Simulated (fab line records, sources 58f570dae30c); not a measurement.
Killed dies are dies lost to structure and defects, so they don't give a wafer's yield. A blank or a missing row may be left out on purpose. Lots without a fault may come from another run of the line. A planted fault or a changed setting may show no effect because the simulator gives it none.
Split-lot experiment | flow berkeley_cmos170 | 5 lots, 23 wafers read, on a route of 331 steps

THE SPLIT
At UCB170_NLDD_PEB_04, the setting peb_temp_c was moved away from the recipe's 130 C on 10 of the 23 wafers read, by -2.8% to +2.7%. The other wafers ran this setting at the recipe's value.

FROM THE SPLIT TO THE READING: what the file shows between them, 1 step
- UCB170_NLDD_DEVELOP_05: develop time 45 s

THE READING
cd_nm, in nm, at UCB170_NLDD_CD_MEAS_06 (target cd 1200 nm). Fault-free wafers of this fab line usually give 1199.9 nm, standard deviation 1.3 nm.

wafer  | tool, chamber at the split | peb_temp_c as run, C | against the recipe | cd_nm, nm | against lot-mates on the recipe
L074.1 | litho_track-02, 0          | 128.5                | -1.2%              | 1191.9    | -10.2
L074.3 | litho_track-02, 0          | 130                  | recipe             | 1202.0    | -
L074.4 | litho_track-02, 0          | 128.5                | -1.2%              | 1189.6    | -12.5
L074.5 | litho_track-02, 0          | 130                  | recipe             | 1203.3    | -
L074.6 | litho_track-02, 0          | 130                  | recipe             | 1200.9    | -
L076.1 | litho_track-02, 0          | 130                  | recipe             | 1199.7    | -
L076.2 | litho_track-02, 0          | 130                  | recipe             | 1199.9    | -
L076.3 | litho_track-02, 0          | 127.3                | -2.1%              | 1179.2    | -20.6
L076.5 | litho_track-02, 0          | 127.3                | -2.1%              | 1179.2    | -20.6
L076.6 | litho_track-02, 0          | 127.3                | -2.1%              | 1179.3    | -20.5
L077.2 | litho_track-03, 0          | 133.5                | +2.7%              | 1220.9    | +20.8
L077.3 | litho_track-03, 0          | 133.5                | +2.7%              | 1218.6    | +18.5
L077.4 | litho_track-03, 0          | 130                  | recipe             | 1199.9    | -
L077.5 | litho_track-03, 0          | 133.5                | +2.7%              | 1221.1    | +21.0
L077.6 | litho_track-03, 0          | 130                  | recipe             | 1200.3    | -
L084.2 | litho_track-01, 0          | 126.4                | -2.8%              | 1170.5    | -28.1
L084.3 | litho_track-01, 0          | 130                  | recipe             | 1198.4    | -
L084.4 | litho_track-01, 0          | 130                  | recipe             | 1198.6    | -
L084.5 | litho_track-01, 0          | 130                  | recipe             | 1198.7    | -
L084.6 | litho_track-01, 0          | 126.4                | -2.8%              | 1171.5    | -27.1
L085.3 | litho_track-02, 0          | 130                  | recipe             | 1197.3    | -
L085.4 | litho_track-02, 0          | 130                  | recipe             | 1198.5    | -
L085.6 | litho_track-02, 0          | 130                  | recipe             | 1197.9    | -

THE FIT
A straight line over all 23 wafers: cd_nm changes by +8.86 nm for each +1% of peb_temp_c; r = +0.99; the points scatter about the line by 2.2 nm.
The same after taking each lot's own level away (the mean of its wafers on the recipe; 23 wafers): +8.78 nm for each +1%; r = +0.99; scatter 1.7 nm.
On that fit, the largest move of peb_temp_c shifts the reading by 24 nm.
The lots' own levels span 1197.90 to 1202.07 nm, that is 3.2 times the standard deviation above.
So the lot-to-lot level changes the slope little: the two slopes agree.
Check: with one of the wafers moved furthest among these (-2.8%) left out of the fit, the line predicts -24.9 nm for it against its lot-mates. It came out at -28.1 nm against them.

OTHER SPLITS ON THESE WAFERS
These wafers also went through other splits before the reading. Each is held against what the fit with the lots' levels taken away leaves over:
other split on the same wafers       | wafers away from the commonest value | r with cd_nm (lot level and that fit taken away)
UCB170_NWELL_OXIDATION_01 ox_time_s  | 15                                   | -0.09
UCB170_NWELL_IMPLANT_14 energy_kev   | 7                                    | -0.11
UCB170_PWELL_CVD_05 time_s           | 5                                    | +0.22
UCB170_WELLDRIVE_OXIDATION_01 temp_c | 18                                   | +0.04
UCB170_SACOX_OXIDATION_01 ox_time_s  | 10                                   | -0.25
UCB170_NVT_COAT_01 resist_thk_nm     | 5                                    | -0.16

THE FILE'S OWN FIT
cd_nm changes by +9.06 nm for each +1% of peb_temp_c, r = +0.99.
